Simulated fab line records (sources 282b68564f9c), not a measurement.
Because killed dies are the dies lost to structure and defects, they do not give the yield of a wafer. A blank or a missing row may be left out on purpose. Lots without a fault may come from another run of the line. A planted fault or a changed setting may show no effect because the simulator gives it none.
fab line records | flow ritCmos
record: lots: 7 | wafers: 21 | lastDay: 6
route steps=202 shown GATE@77 FOX2@80 M1@202
lots with no fault: from the same line, run without faults
startH: start of the lot's first displayed wafer, in hours after the record's first day | waitH: hours since the lot's step before | " as in the row above | L1.1+2: a row that stands for several wafers | - either no value or no given start | * or withheld: withheld | < > ~ a bound
route shown NAME@n: a module of which the file shows steps, and the number in the route of the first | usual: mean and standard deviation over wafers with no fault | same: alike in all rows | chamber/n: place in a boat | sites: readings site by site | _std_site: how widely they spread, as a standard deviation | _edge_site: mean of outer sites minus mean of inner sites | radiusMm: how far each site lies from the wafer's centre | mask NAME#n: copy n | behind: the tool/chamber that last shaped the wafer | hold: why the lot was held/for how many hours/how that ended | device: the transistor (n, p or np) that didn't switch | end of line: tests of these same wafers at the route's end | a step given without rows: its recipe and nothing more | killed: dies lost to structure and defects at the first sort, not the wafer's yield | map: shows each die of a wafer: x if killed, . if not, _ if none is there
set.NAME: setting as actually run; set.NAME@STEP: the setting as run at that earlier step | model.NAME: the simulator's own value behind a step, which no gauge read
a table for each step, a row for each wafer; lots at some steps of the route
services: a tool's chamber out of use, with start hour (startH, from the record's first day; less than 0 if before it), hours out, and reason
== steps ==
step: RIT_GATE_CLEAN_02
recipe: chemistry: dHF | dilution: 50:1 | timeS: 30
step: RIT_GATE_CLEAN_03
recipe: chemistry: SC2 | mix: 3:3:50 | timeS: 600 | tempC: 75 | dry: n2Spin
step: RIT_GATE_CLEAN_04
recipe: chemistry: dHF | dilution: 50:1 | timeS: 60 | dry: n2Spin
step: RIT_FOX2_THK_MEAS_91
recipe: reads: SiO2_of_FOX2_OXIDATION_00
usual: FIELD_OXIDE_LEFT_2_THK: 257/6.2
lot.wafer | tool         | chamber | startH | waitH | FIELD_OXIDE_LEFT_2_THK[nm]
L386.1    | filmMetro-03 | -       | 33.78  | 0.0   | 265
L386.3    | "            | -       | "      | "     | 262
L386.4    | "            | -       | "      | "     | 265
L391.4    | filmMetro-04 | -       | 59.82  | 0.0   | 256
L391.5    | "            | -       | "      | "     | 251
L391.6    | "            | -       | "      | "     | 253
L392.1    | filmMetro-04 | -       | 64.77  | 0.0   | 264
L392.3    | "            | -       | "      | "     | 260
L392.6    | "            | -       | "      | "     | 265
L393.1    | filmMetro-03 | -       | 68.12  | 0.0   | 250
L393.2    | "            | -       | "      | "     | 248
L393.4    | "            | -       | "      | "     | 258
L396.1    | filmMetro-01 | -       | 85.70  | 0.0   | 264
L396.2    | "            | -       | "      | "     | 256
L396.4    | "            | -       | "      | "     | 262
L403.1    | filmMetro-04 | -       | 119.63 | 0.0   | 260
L403.2    | "            | -       | "      | "     | 257
L403.6    | "            | -       | "      | "     | 255
L404.1    | filmMetro-03 | -       | 127.28 | 0.0   | 249
L404.4    | "            | -       | "      | "     | 254
L404.5    | "            | -       | "      | "     | 246
step: RIT_GATE_OXIDATION_05
recipe: tempC: 900 | ambient: O2 | targetThkA: 30 | oxTimeS: 270
step: RIT_GATE_ANNEAL_06
recipe: tempC: 900 | timeS: 600 | ambient: N2O
step: RIT_GATE_THK_MEAS_07
recipe: reads: SiO2_of_GATE_OXIDATION_05
usual: GATE_OXIDE_THK: 3.02/0.052
lot.wafer | tool         | chamber | startH | waitH | GATE_OXIDE_THK[nm]
L386.1    | filmMetro-01 | -       | 35.17  | 0.0   | 3.03
L386.3    | "            | -       | "      | "     | 3.01
L386.4    | "            | -       | "      | "     | 2.98
L391.4    | filmMetro-03 | -       | 61.77  | 0.0   | 3.03
L391.5    | "            | -       | "      | "     | 2.99
L391.6    | "            | -       | "      | "     | 3.02
L392.1    | filmMetro-03 | -       | 67.42  | 0.0   | 3.08
L392.3    | "            | -       | "      | "     | 3.06
L392.6    | "            | -       | "      | "     | 3.04
L393.1    | filmMetro-01 | -       | 71.10  | 0.0   | 3.05
L393.2    | "            | -       | "      | "     | 3.07
L393.4    | "            | -       | "      | "     | 3.04
L396.1    | filmMetro-01 | -       | 89.04  | 0.0   | 3.00
L396.2    | "            | -       | "      | "     | 3.02
L396.4    | "            | -       | "      | "     | 3.05
L403.1    | filmMetro-03 | -       | 123.08 | 0.0   | 3.04
L403.2    | "            | -       | "      | "     | 3.02
L403.6    | "            | -       | "      | "     | 3.10
L404.1    | filmMetro-04 | -       | 129.78 | 0.0   | 2.97
L404.4    | "            | -       | "      | "     | 2.97
L404.5    | "            | -       | "      | "     | 2.92
step: RIT_GATE_CVD_08
recipe: material: poly-Si | targetThkNm: 250 | tempC: 610 | precursor: SiH4 | timeS: 2220 | pressureMtorr: 300 | sih4FlowSccm: 100
step: RIT_GATE_THK_MEAS_09
recipe: reads: poly-Si_of_GATE_CVD_08
usual: GATE_POLY_THK: 248.8/2.6
lot.wafer | tool         | chamber | startH | waitH | GATE_POLY_THK[nm]
L386.1    | filmMetro-01 | -       | 37.23  | 0.0   | 250.2
L386.3    | "            | -       | "      | "     | 248.1
L386.4    | "            | -       | "      | "     | 248.6
L391.4    | filmMetro-03 | -       | 63.44  | 0.0   | 248.2
L391.5    | "            | -       | "      | "     | 249.5
L391.6    | "            | -       | "      | "     | 249.9
L392.1    | filmMetro-03 | -       | 70.26  | 0.0   | 247.9
L392.3    | "            | -       | "      | "     | 250.2
L392.6    | "            | -       | "      | "     | 249.1
L393.1    | filmMetro-04 | -       | 72.77  | 0.0   | 245.2
L393.2    | "            | -       | "      | "     | 245.8
L393.4    | "            | -       | "      | "     | 245.4
L396.1    | filmMetro-03 | -       | 90.71  | 0.0   | 246.8
L396.2    | "            | -       | "      | "     | 247.0
L396.4    | "            | -       | "      | "     | 249.4
L403.1    | filmMetro-04 | -       | 125.09 | 0.0   | 249.8
L403.2    | "            | -       | "      | "     | 248.1
L403.6    | "            | -       | "      | "     | 251.3
L404.1    | filmMetro-03 | -       | 131.45 | 0.0   | 244.3
L404.4    | "            | -       | "      | "     | 243.6
L404.5    | "            | -       | "      | "     | 243.6
step: RIT_GATE_HMDS_10
recipe: primeTimeS: 60 | primeTempC: 140
step: RIT_GATE_COAT_11
recipe: resist: NOVOLAK | spinRpm: 4250 | resistThkNm: 850
step: RIT_GATE_SOFTBAKE_12
recipe: resist: NOVOLAK | tempC: 90 | timeS: 60
step: RIT_GATE_EXPOSE_13
recipe: maskId: M6 | na: 0.6 | sourceShape: conventional | sigmaOuter: 0.6 | targetCdNm: 150 | doseMj: 388.4
lot.wafer  | tool            | chamber | startH | waitH | mask | model.GATE.overlayXNm
L386.1+3+4 | ilineStepper-02 | 0       | 37.86  | 0.2   | M6#0 | -0.5952
L391.4+5+6 | ilineStepper-01 | 0       | 64.25  | 0.2   | M6#0 | 1.887
L392.1+3+6 | ilineStepper-01 | 0       | 70.77  | 0.1   | M6#0 | 128.9
L393.1+2+4 | ilineStepper-01 | 0       | 73.28  | 0.1   | M6#0 | 129.9
L396.1+2+4 | ilineStepper-01 | 0       | 91.43  | 0.2   | M6#0 | 130
L403.1+2+6 | ilineStepper-02 | 0       | 125.78 | 0.1   | M6#0 | 1.063
L404.1+4+5 | ilineStepper-02 | 0       | 131.96 | 0.1   | M6#0 | -0.2579
step: RIT_GATE_PEB_14
recipe: resist: NOVOLAK | tempC: withheld | timeS: withheld
step: RIT_GATE_DEVELOP_15
recipe: resist: NOVOLAK | developTimeS: 50 | devTempC: 23
step: RIT_GATE_CD_MEAS_16
recipe: targetCdNm: 150
usual: cdNm: 150.4/2.3
lot.wafer | tool     | chamber | startH | waitH | cdNm
L386.1    | cdSem-01 | -       | 38.26  | -     | 145.5
L386.3    | "        | -       | "      | "     | 148.3
L386.4    | "        | -       | "      | "     | 147.6
L391.4    | cdSem-01 | -       | 64.65  | -     | 149.4
L391.5    | "        | -       | "      | "     | 148.1
L391.6    | "        | -       | "      | "     | 148.6
L392.1    | cdSem-01 | -       | 71.17  | -     | 150.4
L392.3    | "        | -       | "      | "     | 149.5
L392.6    | "        | -       | "      | "     | 151.0
L393.1    | cdSem-01 | -       | 73.98  | -     | 149.5
L393.2    | "        | -       | "      | "     | 148.5
L393.4    | "        | -       | "      | "     | 149.9
L396.1    | cdSem-01 | -       | 91.92  | -     | 150.1
L396.2    | "        | -       | "      | "     | 148.8
L396.4    | "        | -       | "      | "     | 147.7
L403.1    | cdSem-01 | -       | 126.18 | -     | 152.1
L403.2    | "        | -       | "      | "     | 151.4
L403.6    | "        | -       | "      | "     | 151.6
L404.1    | cdSem-02 | -       | 132.36 | -     | 155.6
L404.4    | "        | -       | "      | "     | 156.7
L404.5    | "        | -       | "      | "     | 155.9
step: RIT_GATE_OVL_MEAS_17
usual: GATE_OVL: -0.9/1.4
lot.wafer | tool       | chamber | startH | waitH | GATE_OVL[nm]
L386.1    | overlay-01 | -       | 38.38  | 0.1   | -1.7
L386.3    | "          | -       | "      | "     | -1.8
L386.4    | "          | -       | "      | "     | 0.5
L391.4    | overlay-01 | -       | 64.73  | 0.1   | -0.2
L391.5    | "          | -       | "      | "     | 1.0
L391.6    | "          | -       | "      | "     | 1.5
L392.1    | overlay-01 | -       | 71.29  | 0.1   | 130.2
L392.3    | "          | -       | "      | "     | 127.9
L392.6    | "          | -       | "      | "     | 127.2
L393.1    | overlay-01 | -       | 74.10  | 0.1   | 129.9
L393.2    | "          | -       | "      | "     | 128.4
L393.4    | "          | -       | "      | "     | 130.9
L396.1    | overlay-02 | -       | 92.04  | 0.1   | 128.6
L396.2    | "          | -       | "      | "     | 127.9
L396.4    | "          | -       | "      | "     | 127.5
L403.1    | overlay-02 | -       | 126.30 | 0.1   | 0.4
L403.2    | "          | -       | "      | "     | -0.8
L403.6    | "          | -       | "      | "     | 0.4
L404.1    | overlay-01 | -       | 132.48 | 0.1   | -1.2
L404.4    | "          | -       | "      | "     | -0.4
L404.5    | "          | -       | "      | "     | 1.1
step: RIT_GATE_HARDBAKE_18
recipe: resist: NOVOLAK | tempC: 140 | timeS: 60
step: RIT_M1_PROBE_99
usual: killed_at_M0_to_M3: 0.0/0.16 | killedAtFrontEnd: 7.2/2.5 | killedDies: 7.3/2.5 | killedOpen: 3.8/1.9 | killedShort: 3.5/1.8
same: grossDies: 264 | killed_at_M4_up: 0 | killedAtBackSide: 0 | killedAtContacts: 0 | killedAtOther: 0
lot.wafer | tool      | chamber | startH | waitH | killed_at_M0_to_M3 | killedAtFrontEnd | killedDies | killedOpen | killedShort | model.etest.pldd.widthNm | model.etest.nldd.widthNm | model.etest.selectEdgeDiodeP.leakLog10A | model.etest.selectEdgeDiodeN.leakLog10A | model.etest.gateEndArray.leakLog10AUm
L386.1    | prober-02 | -       | 59.38  | 0.1   | 0                  | 10               | 10         | 6          | 4           | 3170                     | 3153                     | -10.49                                  | -9.988                                  | -13.22
L386.3    | prober-02 | -       | 59.48  | 0.2   | 0                  | 8                | 8          | 3          | 5           | 3163                     | 3174                     | -10.6                                   | -9.932                                  | -12.96
L386.4    | prober-02 | -       | 59.53  | 0.2   | 0                  | 4                | 4          | 2          | 2           | 3158                     | 3167                     | -10.2                                   | -9.982                                  | -12.84
L391.4    | prober-02 | -       | 84.81  | 0.2   | 0                  | 3                | 3          | 3          | 0           | 3205                     | 3195                     | -10.23                                  | -9.698                                  | -12.88
L391.5    | prober-02 | -       | 84.86  | 0.2   | 0                  | 7                | 7          | 4          | 3           | 3192                     | 3192                     | -10.43                                  | -9.895                                  | -12.84
L391.6    | prober-02 | -       | 84.91  | 0.2   | 0                  | 5                | 5          | 4          | 1           | 3194                     | 3194                     | -10.56                                  | -9.747                                  | -12.62
L392.1    | prober-01 | -       | 93.54  | 0.1   | 1                  | 7                | 8          | 3          | 5           | 3123                     | 3126                     | -8.585                                  | -8.145                                  | -12.21
L392.3    | prober-01 | -       | 93.64  | 0.2   | 0                  | 10               | 10         | 5          | 5           | 3136                     | 3130                     | -7.858                                  | -7.25                                   | -12.29
L392.6    | prober-01 | -       | 93.79  | 0.2   | 0                  | 6                | 6          | 2          | 4           | 3126                     | 3118                     | -8.441                                  | -7.976                                  | -12.24
L393.1    | prober-02 | -       | 96.18  | 0.1   | 0                  | 8                | 8          | 5          | 3           | 3122                     | 3123                     | -7.835                                  | -7.426                                  | -12.2
L393.2    | prober-02 | -       | 96.23  | 0.1   | 0                  | 6                | 6          | 3          | 3           | 3133                     | 3133                     | -8.15                                   | -7.66                                   | -12.1
L393.4    | prober-02 | -       | 96.33  | 0.2   | 0                  | 3                | 3          | 1          | 1           | 3104                     | 3121                     | -8.403                                  | -7.749                                  | -12.16
L396.1    | prober-01 | -       | 112.17 | 0.1   | 0                  | 9                | 9          | 6          | 3           | 3122                     | 3111                     | -8.334                                  | -7.426                                  | -12.18
L396.2    | prober-01 | -       | 112.22 | 0.1   | 0                  | 9                | 9          | 4          | 5           | 3145                     | 3135                     | -7.998                                  | -7.469                                  | -12.17
L396.4    | prober-01 | -       | 112.32 | 0.2   | 0                  | 5                | 5          | 4          | 1           | 3116                     | 3132                     | -8.128                                  | -7.177                                  | -12.31
L403.1    | prober-01 | -       | 147.15 | 0.1   | 0                  | 8                | 8          | 2          | 6           | 3159                     | 3160                     | -10.43                                  | -9.675                                  | -12.98
L403.2    | prober-01 | -       | 147.20 | 0.1   | 0                  | 3                | 3          | 2          | 1           | 3179                     | 3170                     | -10.43                                  | -9.702                                  | -12.77
L403.6    | prober-01 | -       | 147.40 | 0.2   | 0                  | 9                | 9          | 5          | 4           | 3171                     | 3162                     | -10.5                                   | -9.777                                  | -13.06
L404.1    | prober-02 | -       | 152.76 | 0.1   | 0                  | 10               | 10         | 6          | 4           | 3157                     | 3171                     | -10.35                                  | -9.755                                  | -12.59
L404.4    | prober-02 | -       | 152.91 | 0.2   | 0                  | 8                | 8          | 5          | 3           | 3209                     | 3191                     | -10.25                                  | -9.662                                  | -12.76
L404.5    | prober-02 | -       | 152.96 | 0.2   | 0                  | 9                | 9          | 1          | 8           | 3173                     | 3187                     | -10.43                                  | -9.688                                  | -12.64
killed by level:class
L386.1 GATE:geometricParticle:open=3 FOX1:geometricParticle:open=2 FOX1:geometricParticle:short=1 GATE:geometricParticle:short=1 SPACER:geometricParticle:short=1 SILICIDE:geometricParticle:short=1 SILICIDE:geometricParticle:open=1
L386.3 FOX1:geometricParticle:short=2 REOX:geometricParticle:open=2 GATE:geometricParticle:short=1 GATE:geometricParticle:open=1 REOX:geometricParticle:short=1 SILICIDE:geometricParticle:short=1
L386.4 GATE:geometricParticle:open=1 GATE:geometricParticle:short=1 SILICIDE:geometricParticle:short=1 SILICIDE:geometricParticle:open=1
L391.4 FOX1:geometricParticle:open=2 GATE:geometricParticle:open=1
L391.5 GATE:geometricParticle:open=2 FOX1:geometricParticle:open=1 FOX2:geometricParticle:short=1 REOX:geometricParticle:short=1 SILICIDE:geometricParticle:short=1 SILICIDE:geometricParticle:open=1
L391.6 FOX1:geometricParticle:open=2 GATE:geometricParticle:open=1 REOX:geometricParticle:open=1 SILICIDE:geometricParticle:short=1
L392.1 FOX2:geometricParticle:short=2 GATE:geometricParticle:short=1 GATE:geometricParticle:open=1 REOX:geometricParticle:open=1 SILICIDE:geometricParticle:open=1 SILICIDE:geometricParticle:short=1 M1:geometricParticle:short=1
L392.3 GATE:geometricParticle:open=3 SILICIDE:geometricParticle:short=2 FOX2:geometricParticle:short=1 GATE:geometricParticle:short=1 REOX:geometricParticle:short=1 REOX:geometricParticle:open=1 SILICIDE:geometricParticle:open=1
L392.6 FOX1:geometricParticle:short=2 GATE:geometricParticle:short=1 GATE:geometricParticle:open=1 SPACER:geometricParticle:open=1 SILICIDE:geometricParticle:short=1
L393.1 SILICIDE:geometricParticle:open=5 FOX2:geometricParticle:short=1 SPACER:geometricParticle:short=1 SILICIDE:geometricParticle:short=1
L393.2 FOX1:geometricParticle:open=2 GATE:geometricParticle:short=2 SPACER:geometricParticle:short=1 SILICIDE:geometricParticle:open=1
L393.4 FOX1:geometricParticle:open=1 SILICIDE:geometricParticle:short=1 GATE:coatMicrobubblePrinted=1
L396.1 GATE:geometricParticle:open=3 SPACER:geometricParticle:short=2 SILICIDE:geometricParticle:open=2 SPACER:geometricParticle:open=1 SILICIDE:geometricParticle:short=1
L396.2 GATE:geometricParticle:short=2 SPACER:geometricParticle:open=2 SPACER:geometricParticle:short=2 REOX:geometricParticle:open=1 REOX:geometricParticle:short=1 SILICIDE:geometricParticle:open=1
L396.4 FOX1:geometricParticle:open=1 GATE:geometricParticle:short=1 GATE:geometricParticle:open=1 REOX:geometricParticle:open=1 SPACER:geometricParticle:open=1
L403.1 GATE:geometricParticle:short=3 FOX1:geometricParticle:short=1 FOX2:geometricParticle:open=1 FOX2:geometricParticle:short=1 SILICIDE:geometricParticle:open=1 SILICIDE:geometricParticle:short=1
L403.2 FOX1:geometricParticle:open=1 GATE:geometricParticle:short=1 GATE:geometricParticle:open=1
L403.6 GATE:geometricParticle:open=2 FOX1:geometricParticle:open=1 FOX1:geometricParticle:short=1 FOX2:geometricParticle:open=1 FOX2:geometricParticle:short=1 GATE:geometricParticle:short=1 REOX:geometricParticle:open=1 SILICIDE:geometricParticle:short=1
L404.1 FOX1:geometricParticle:short=2 GATE:geometricParticle:open=2 SPACER:geometricParticle:open=2 FOX2:geometricParticle:open=1 GATE:geometricParticle:short=1 REOX:geometricParticle:open=1 SPACER:geometricParticle:short=1
L404.4 GATE:geometricParticle:open=2 REOX:geometricParticle:short=2 FOX1:geometricParticle:open=1 REOX:geometricParticle:open=1 SPACER:geometricParticle:open=1 SPACER:geometricParticle:short=1
L404.5 REOX:geometricParticle:short=3 GATE:geometricParticle:short=2 SPACER:geometricParticle:short=2 GATE:geometricParticle:open=1 SILICIDE:geometricParticle:short=1
== services ==
tool            | chamber | startH | hours | kind
ilineStepper-02 | 0       | 19.66  | -     | calibration
ilineStepper-01 | 0       | 81.80  | -     | calibration
== key ==
firstSign: step: RIT_GATE_OVL_MEAS_17 | reading: GATE_OVL | direction: up | sigmas: 92 | usual: -0.9 | struck: 128.7
effect none on later readings
modelEffect: step: RIT_GATE_EXPOSE_13 | value: GATE.overlayXNm | without: -0.4105 | struck: 129.6
modelEffect: step: RIT_M1_PROBE_99 | value: etest.pldd.widthNm | without: 3173 | struck: 3125
metAt RIT_GATE_EXPOSE_13
struckWafers L392.1,L392.3,L392.6,L393.1,L393.2,L393.4,L396.1,L396.2,L396.4
testerLeftOut L392,L393,L396
onsetBetween 64.25 70.77
fault: kind: scannerMatchingOverlay | tool: ilineStepper-01 | chamber: - | onsetH: 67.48 | steps: RIT_GATE_EXPOSE_13 | offset: 130
testerLeftOut: of these lots the tester's yield and bins aren't shown, on N5 and GAA mostly nor the transistor test; their killed dies are dies lost to structure and defects alone, not to doping, threshold or leakage, so they don't give the yield
